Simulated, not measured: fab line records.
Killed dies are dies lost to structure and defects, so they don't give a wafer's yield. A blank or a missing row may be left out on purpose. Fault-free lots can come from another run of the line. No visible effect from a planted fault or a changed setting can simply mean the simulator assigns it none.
fab line records	flow rit-cmos
[record] lots = 6	wafers = 18	last-day = 7
route steps=202 shown M1@186
lots with no fault: from the same line, run without faults
start-h: the number of hours between the record's first day and the start of the first shown wafer of the lot	wait-h: time in hours since the lot's previous step	" unchanged from the row above	L1.1+2: a single row standing in for several wafers	- either no value or no given start	* or withheld: withheld	< > ~ a bound
route shown NAME@n: names a module that has steps shown in the file, with the first one's number in the route	usual: mean/standard deviation of fault-free wafers	same: alike in all rows	chamber/n: place in a boat	sites: readings site by site	_std_site: standard deviation across them	_edge_site: the outer-site mean with the inner-site mean subtracted	radius-mm: for every site, how far away it sits from the centre of the wafer	mask NAME#n: copy n	behind: the most recent tool/chamber to have shaped the wafer	hold: reason for holding the lot/hours on hold/outcome of the hold	device: whichever transistor did not switch (one of n, p or np)	end of line: tests run on the same wafers once the route is complete	a step with no rows: only its recipe	killed: dies lost to structure and defects at the first sort, not the wafer's yield	map: shows each die of a wafer: x if killed, . if not, _ if none is there
set.NAME: the setting the step ran with; set.NAME@STEP: the setting that earlier step ran with	model.NAME: the simulator's own value behind a step, which no gauge read
certain route steps with their lots: each step a table, each wafer a row
services: when a tool's chamber went out of use (start-h, in hours from the record's first day, below 0 if earlier), for how many hours, and the reason
[[steps]]
[step RIT_M1_THK_MEAS_02]
[recipe] thk-meas-gauge = xrf	reads = Al_of_M1_SPUTTER_00
[usual] M1_AL_THK = 403/5.2
lot.wafer	tool	chamber	start-h	wait-h	M1_AL_THK[nm]
L823.1	film-metro-04	-	62.86	0.1	401
L823.5	"	-	"	"	399
L823.6	"	-	"	"	402
L831.3	film-metro-03	-	100.34	0.1	409
L831.4	"	-	"	"	403
L831.6	"	-	"	"	410
L835.1	film-metro-04	-	118.70	0.1	400
L835.5	"	-	"	"	404
L835.6	"	-	"	"	403
L839.1	film-metro-01	-	140.63	0.1	397
L839.2	"	-	"	"	395
L839.5	"	-	"	"	405
L841.1	film-metro-04	-	149.78	0.1	404
L841.4	"	-	"	"	408
L841.6	"	-	"	"	408
L843.1	film-metro-01	-	157.78	0.1	403
L843.3	"	-	"	"	405
L843.6	"	-	"	"	404
[step RIT_M1_HMDS_03]
[recipe] prime-time-s = 60	prime-temp-c = 140
[step RIT_M1_COAT_04]
[recipe] resist = NOVOLAK	spin-rpm = 2000	resist-thk-nm = 1300
[step RIT_M1_SOFTBAKE_05]
[recipe] resist = NOVOLAK	temp-c = 90	time-s = 60
[step RIT_M1_EXPOSE_06]
[recipe] mask-id = M12	na = 0.6	source-shape = conventional	sigma-outer = 0.5	target-cd-nm = 2600	dose-mj = 250
[step RIT_M1_PEB_07]
[recipe] resist = NOVOLAK	temp-c = withheld	time-s = withheld
[step RIT_M1_DEVELOP_08]
[recipe] resist = NOVOLAK	develop-time-s = 68	dev-temp-c = 23
[step RIT_M1_CD_MEAS_09]
[recipe] target-cd-nm = 2600
[usual] cd-nm = 2599.1/2.1
lot.wafer	tool	chamber	start-h	wait-h	cd-nm
L823.1	cd-sem-01	-	64.11	-	2597.2
L823.5	"	-	"	"	2599.1
L823.6	"	-	"	"	2599.0
L831.3	cd-sem-01	-	101.46	-	2597.5
L831.4	"	-	"	"	2598.9
L831.6	"	-	"	"	2596.9
L835.1	cd-sem-01	-	119.94	-	2601.5
L835.5	"	-	"	"	2603.3
L835.6	"	-	"	"	2603.0
L839.1	cd-sem-01	-	141.57	-	2599.1
L839.2	"	-	"	"	2600.7
L839.5	"	-	"	"	2600.3
L841.1	cd-sem-01	-	151.08	-	2597.0
L841.4	"	-	"	"	2597.8
L841.6	"	-	"	"	2600.1
L843.1	cd-sem-01	-	158.84	-	2596.7
L843.3	"	-	"	"	2597.6
L843.6	"	-	"	"	2597.6
[step RIT_M1_OVL_MEAS_10]
[usual] M1_OVL = -1.1/1.1
lot.wafer	tool	chamber	start-h	wait-h	M1_OVL[nm]
L823.1	overlay-01	-	64.23	0.1	-0.7
L823.5	"	-	"	"	-1.5
L823.6	"	-	"	"	-0.4
L831.3	overlay-02	-	101.56	0.1	-2.2
L831.4	"	-	"	"	-1.5
L831.6	"	-	"	"	-0.6
L835.1	overlay-01	-	120.06	0.1	-2.2
L835.5	"	-	"	"	-4.0
L835.6	"	-	"	"	-2.6
L839.1	overlay-01	-	141.69	0.1	-0.1
L839.2	"	-	"	"	-0.8
L839.5	"	-	"	"	0.3
L841.1	overlay-02	-	151.20	0.1	-0.4
L841.4	"	-	"	"	-0.2
L841.6	"	-	"	"	-0.1
L843.1	overlay-01	-	158.96	0.1	-0.3
L843.3	"	-	"	"	-1.1
L843.6	"	-	"	"	-0.3
[step RIT_M1_HARDBAKE_11]
[recipe] resist = NOVOLAK	temp-c = 140	time-s = 120
[step RIT_M1_METAL_ETCH_12]
[recipe] stop-on = SiO2	chemistry = Cl2/BCl3	target = Al	time-s = 165	over-etch-frac = 0.5	pressure-mtorr = 100	target-depth-a = 6000	rf-w = 250	Cl2_flow_sccm = 60	bcl3-flow-sccm = 50
[usual] drypump-motor-current-A = 5.51/0.27	oes-product-au = 0.784/0.014	throttle-valve-pct = 8.14/0.11
lot.wafer	tool	chamber	start-h	wait-h	drypump-motor-current-A	oes-product-au	rf-hours-counter-h	throttle-valve-pct
L823.1	rie-metal-01	0	64.52	0.2	5.30	0.805	4	8.14
L823.5	"	1	"	"	5.83	0.750	-	8.28
L823.6	"	0	"	"	5.29	0.807	-	8.17
L831.3	rie-metal-02	0	101.92	0.2	5.58	0.784	-	8.20
L831.4	"	1	"	"	5.66	0.787	-	7.99
L831.6	"	0	"	"	5.58	0.767	-	8.21
L835.1	rie-metal-01	0	120.34	0.2	5.32	0.799	5	8.13
L835.5	"	0	"	"	5.29	0.804	-	8.14
L835.6	"	1	"	"	5.82	0.767	-	8.30
L839.1	rie-metal-02	1	141.97	0.2	5.65	0.786	2	7.99
L839.2	"	1	"	"	5.66	0.786	-	7.99
L839.5	"	1	"	"	5.67	0.796	-	8.01
L841.1	rie-metal-02	0	151.65	0.2	5.55	0.767	1	8.21
L841.4	"	1	"	"	5.65	0.803	-	7.98
L841.6	"	0	"	"	5.54	0.783	-	8.21
L843.1	rie-metal-04	0	159.25	0.2	4.95	0.786	0	8.04
L843.3	"	1	"	"	5.59	0.790	-	8.14
L843.6	"	0	"	"	4.95	0.794	-	8.04
[step RIT_M1_STRIP_13]
[recipe] chemistry = nmp	resist = NOVOLAK	temp-c = 80	time-s = 600	dry = n2-spin
[step RIT_M1_STRIP_14]
[recipe] chemistry = O2	time-s = 180	platen-temp-c = withheld	power-w = 500	pressure-mtorr = 4000	o2-flow-sccm = 4000
[usual] drypump-motor-current-A = 5.7/0.51	rf-refl-power-W = 6.3/1
lot.wafer	tool	chamber	start-h	wait-h	drypump-motor-current-A	rf-hours-counter-h	rf-refl-power-W
L823.1	plasma-asher-01	1	64.95	0.0	5.1	44	6.0
L823.5	"	1	"	"	5.0	-	6.0
L823.6	"	0	"	"	5.4	-	7.1
L831.3	plasma-asher-03	1	102.26	0.1	6.6	-	5.2
L831.4	"	0	"	"	5.6	-	6.8
L831.6	"	1	"	"	6.6	-	5.2
L835.1	plasma-asher-03	0	120.70	0.0	5.5	49	7.5
L835.5	"	1	"	"	6.6	-	5.1
L835.6	"	0	"	"	5.5	-	7.5
L839.1	plasma-asher-03	0	142.47	0.0	5.6	51	7.3
L839.2	"	1	"	"	6.5	51	5.4
L839.5	"	1	"	"	6.5	-	5.1
L841.1	plasma-asher-01	0	151.99	0.0	5.4	4	7.2
L841.4	"	1	"	"	5.0	-	5.9
L841.6	"	1	"	"	5.1	-	5.6
L843.1	plasma-asher-01	0	159.62	0.0	5.4	5	7.0
L843.3	"	1	"	"	5.1	-	6.4
L843.6	"	1	"	"	5.1	-	6.0
[step RIT_M1_CD_MEAS_90]
[recipe] target-cd-nm = 2600
[usual] cd-nm = 2599/3.4
lot.wafer	tool	chamber	start-h	wait-h	cd-nm
L823.1	cd-sem-01	-	65.13	0.1	2600
L823.5	"	-	"	"	2599
L823.6	"	-	"	"	2601
L831.3	cd-sem-02	-	102.42	0.1	2598
L831.4	"	-	"	"	2595
L831.6	"	-	"	"	2597
L835.1	cd-sem-01	-	120.87	0.1	2602
L835.5	"	-	"	"	2604
L835.6	"	-	"	"	2601
L839.1	cd-sem-01	-	142.65	0.1	2597
L839.2	"	-	"	"	2598
L839.5	"	-	"	"	2597
L841.1	cd-sem-02	-	152.17	0.1	2600
L841.4	"	-	"	"	2596
L841.6	"	-	"	"	2602
L843.1	cd-sem-01	-	159.79	0.1	2593
L843.3	"	-	"	"	2598
L843.6	"	-	"	"	2595
[step RIT_M1_ANNEAL_15]
[recipe] temp-c = 450	time-s = 1800	ambient = forming_gas_H2N2
[step RIT_M1_BOW_MEAS_16]
[recipe] mode = bow
[usual] M1_BOW = 17/5.7
lot.wafer	tool	chamber	start-h	wait-h	M1_BOW[um]
L823.1	film-metro-04	-	66.75	0.0	11
L823.5	"	-	"	"	11
L823.6	"	-	"	"	22
L831.3	film-metro-01	-	104.04	0.0	12
L831.4	"	-	"	"	10
L831.6	"	-	"	"	14
L835.1	film-metro-03	-	122.49	0.0	26
L835.5	"	-	"	"	18
L835.6	"	-	"	"	17
L839.1	film-metro-03	-	144.27	0.0	20
L839.2	"	-	"	"	20
L839.5	"	-	"	"	16
L841.1	film-metro-03	-	154.01	0.0	18
L841.4	"	-	"	"	18
L841.6	"	-	"	"	14
L843.1	film-metro-04	-	161.41	0.0	7
L843.3	"	-	"	"	24
L843.6	"	-	"	"	12
[step RIT_M1_PROBE_99]
[usual] defect-limited-yield = 97.6/1.1	killed_at_M0_to_M3 = 0.0/0.083	killed-at-front-end = 6.1/2.9	killed-dies = 6.2/2.9	killed-on-rim = 1.5/1.3	killed-open = 3.2/1.9	killed-short = 3/1.9	sort_bin_3_pad_short = 0.1/0.2	sort_bin_5_function = 1.3/0.77	sort_bin_6_memory = 0.9/0.64	sort-n-pass = 257.8/2.9	sort-yield-pct = 97.6/1.1
[same] gross-dies = 264	killed_at_M4_up = 0	killed-at-back-side = 0	killed-at-contacts = 0	killed-at-other = 0
lot.wafer	tool	chamber	start-h	wait-h	defect-limited-yield[%]	killed_at_M0_to_M3	killed-at-front-end	killed-dies	killed-on-rim	killed-open	killed-short	sort_bin_3_pad_short[%]	sort_bin_5_function[%]	sort_bin_6_memory[%]	sort-n-pass	sort-yield-pct[%]	model.etest.tester.sort-n-pass	model.etest.tester.sort-yield-pct	model.etest.tester.sort_bin_5_pct	model.etest.tester.sort_bin_6_pct
L823.1	prober-01	-	66.87	0.1	98.5	0	4	4	0	2	2	0	0.8	0.8	260.0	98.5	260	98.48	0.7576	0.7576
L823.5	prober-01	-	67.07	0.2	98.1	0	5	5	0	2	3	0.4	1.1	0.4	259.0	98.1	259	98.11	1.136	0.3788
L823.6	prober-01	-	67.12	0.2	98.5	0	4	4	0	1	3	0	1.1	0.4	260.0	98.5	260	98.48	1.136	0.3788
L831.3	prober-01	-	104.22	0.2	98.1	0	5	5	1	4	1	0.4	0.8	0.8	259.0	98.1	259	98.11	0.7576	0.7576
L831.4	prober-01	-	104.27	0.2	99.2	0	2	2	2	1	1	0.4	0.4	0	262.0	99.2	262	99.24	0.3788	0
L831.6	prober-01	-	104.37	0.2	96.6	0	9	9	2	6	3	0	2.3	1.1	255.0	96.6	255	96.59	2.273	1.136
L835.1	prober-01	-	122.61	0.1	89.4	26	2	28	9	1	1	1.1	7.2	2.3	236.0	89.4	236	89.39	7.197	2.273
L835.5	prober-01	-	122.81	0.2	88.3	24	7	31	8	5	2	1.1	8.7	1.9	233.0	88.3	233	88.26	8.712	1.894
L835.6	prober-01	-	122.86	0.2	90.5	21	4	25	7	1	3	1.1	7.2	1.1	239.0	90.5	239	90.53	7.197	1.136
L839.1	prober-01	-	144.39	0.1	89.4	19	9	28	7	6	3	1.1	7.6	1.9	236.0	89.4	236	89.39	7.576	1.894
L839.2	prober-01	-	144.44	0.1	89.4	23	5	28	9	3	2	1.1	7.2	2.3	236.0	89.4	236	89.39	7.197	2.273
L839.5	prober-01	-	144.59	0.2	88.3	21	10	31	10	4	6	1.1	5.7	4.9	233.0	88.3	233	88.26	5.682	4.924
L841.1	prober-01	-	154.13	0.1	98.9	0	3	3	2	1	2	0	0.8	0.4	261.0	98.9	261	98.86	0.7576	0.3788
L841.4	prober-01	-	154.28	0.2	98.1	0	5	5	0	0	5	0.4	0.8	0.8	259.0	98.1	259	98.11	0.7576	0.7576
L841.6	prober-01	-	154.38	0.2	96.2	0	10	10	1	5	5	0.4	1.9	1.5	254.0	96.2	254	96.21	1.894	1.515
L843.1	prober-01	-	161.53	0.1	98.5	0	4	4	1	1	3	0	1.5	0	260.0	98.5	260	98.48	1.515	0
L843.3	prober-01	-	161.63	0.2	96.2	0	10	10	1	3	7	0	2.3	1.5	254.0	96.2	254	96.21	2.273	1.515
L843.6	prober-01	-	161.78	0.2	97.7	0	6	6	1	3	3	0	2.3	0	258.0	97.7	258	97.73	2.273	0
// killed by level:class
L823.1 GATE:geometric-particle:open=1 GATE:geometric-particle:short=1 SPACER:geometric-particle:open=1 SPACER:geometric-particle:short=1
L823.5 SPACER:geometric-particle:open=2 GATE:geometric-particle:short=1 SPACER:geometric-particle:short=1 SILICIDE:geometric-particle:short=1
L823.6 FOX2:geometric-particle:short=1 GATE:geometric-particle:short=1 REOX:geometric-particle:open=1 SPACER:geometric-particle:short=1
L831.3 FOX2:geometric-particle:open=2 SPACER:geometric-particle:open=1 SILICIDE:geometric-particle:open=1 SILICIDE:geometric-particle:short=1
L831.4 REOX:geometric-particle:short=1 SILICIDE:geometric-particle:open=1
L831.6 FOX2:geometric-particle:open=2 GATE:geometric-particle:open=2 SILICIDE:geometric-particle:open=2 SILICIDE:geometric-particle:short=2 REOX:geometric-particle:short=1
L835.1 M1:unspecified=26 GATE:geometric-particle:short=1 SPACER:geometric-particle:open=1
L835.5 M1:unspecified=24 GATE:geometric-particle:open=2 FOX1:geometric-particle:open=1 FOX2:geometric-particle:open=1 GATE:geometric-particle:short=1 REOX:geometric-particle:short=1 SPACER:geometric-particle:open=1
L835.6 M1:unspecified=21 GATE:geometric-particle:short=2 FOX2:geometric-particle:open=1 REOX:geometric-particle:short=1
L839.1 M1:unspecified=19 FOX1:geometric-particle:open=3 GATE:geometric-particle:open=2 FOX1:geometric-particle:short=1 GATE:geometric-particle:short=1 REOX:geometric-particle:open=1 SPACER:geometric-particle:short=1
L839.2 M1:unspecified=23 SPACER:geometric-particle:open=2 FOX1:geometric-particle:short=1 REOX:geometric-particle:open=1 SILICIDE:geometric-particle:short=1
L839.5 M1:unspecified=21 FOX1:geometric-particle:short=3 GATE:geometric-particle:short=2 GATE:geometric-particle:open=2 FOX1:geometric-particle:open=1 REOX:geometric-particle:open=1 SPACER:geometric-particle:short=1
L841.1 FOX2:geometric-particle:short=2 GATE:geometric-particle:open=1
L841.4 SPACER:geometric-particle:short=2 FOX1:geometric-particle:short=1 GATE:geometric-particle:short=1 REOX:geometric-particle:short=1
L841.6 FOX1:geometric-particle:short=2 REOX:geometric-particle:open=2 FOX1:geometric-particle:open=1 FOX2:geometric-particle:open=1 FOX2:geometric-particle:short=1 GATE:geometric-particle:short=1 REOX:geometric-particle:short=1 SPACER:geometric-particle:open=1
L843.1 GATE:geometric-particle:short=3 FOX1:geometric-particle:open=1
L843.3 GATE:geometric-particle:short=4 GATE:geometric-particle:open=2 FOX1:geometric-particle:short=1 REOX:geometric-particle:open=1 SPACER:geometric-particle:short=1 SILICIDE:geometric-particle:short=1
L843.6 FOX2:geometric-particle:open=1 FOX2:geometric-particle:short=1 GATE:geometric-particle:open=1 REOX:geometric-particle:open=1 REOX:geometric-particle:short=1 SILICIDE:geometric-particle:short=1
// map L835.5 (x killed, . not)
________......._______
_____........x.xxx____
____..........xxxxx___
___..........x.xxxxx__
__.........x...xxxx.._
__.............xxxx.._
_.......x.........x...
_..x..................
_.....................
_.............x.......
__..................._
__..................._
___........x........__
____x..............___
_____....x........____
________......._______
// map L839.5 (x killed, . not)
________......._______
_____.........xxxx____
____...........xxxx___
___............xxxxx__
__..............xx.x._
__............x.xxxx._
_......x..........x...
_...x........x........
_.......x.............
_.................x...
__.......x..........._
__..................._
___.......x.........__
____............x..___
_____.............____
________..x...._______
[[services]]
tool	chamber	start-h	hours	kind
rie-metal-01	1	80.46	4.8	repair
rie-metal-04	-	80.53	0.9	repair
rie-metal-02	-	88.21	1.5	repair
rie-metal-02	-	91.58	0.8	repair
plasma-asher-01	-	108.85	9.0	pm
plasma-asher-01	0	108.85	9.0	vent-cycle
plasma-asher-01	1	108.85	9.0	vent-cycle
plasma-asher-01	0	117.85	-	clean
plasma-asher-01	1	117.85	-	clean
rie-metal-01	-	126.78	2.8	pm
rie-metal-02	0	126.78	15.6	repair
rie-metal-04	-	136.12	20.0	pm
rie-metal-04	0	136.12	20.0	vent-cycle
rie-metal-04	1	136.12	20.0	vent-cycle
rie-metal-01	-	138.47	0.3	repair
rie-metal-04	0	156.12	-	clean
rie-metal-04	1	156.12	-	clean
[[key]]
[first-sign] step = RIT_M1_PROBE_99	reading = killed_at_M0_to_M3	direction = up	sigmas = 22	usual = 0.0	struck = 22.3
[effect] step = RIT_M1_PROBE_99	reading = sort_bin_5_function	direction = up	sigmas = 7.7	usual = 1.3	struck = 7.3
[model-effect] step = RIT_M1_PROBE_99	value = etest.tester.sort-n-pass	without = 257.7	struck = 235.5
met-at RIT_M1_STRIP_14
struck-wafers L835.1,L835.5,L835.6,L839.1,L839.2,L839.5
onset-between 102.26 120.70
[fault] kind = chamber-particle-source	tool = plasma-asher-03	chamber = -	onset-h = 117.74	steps = RIT_M1_STRIP_14	rate-per-visit-cm2 = 0.42867	end-h = 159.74
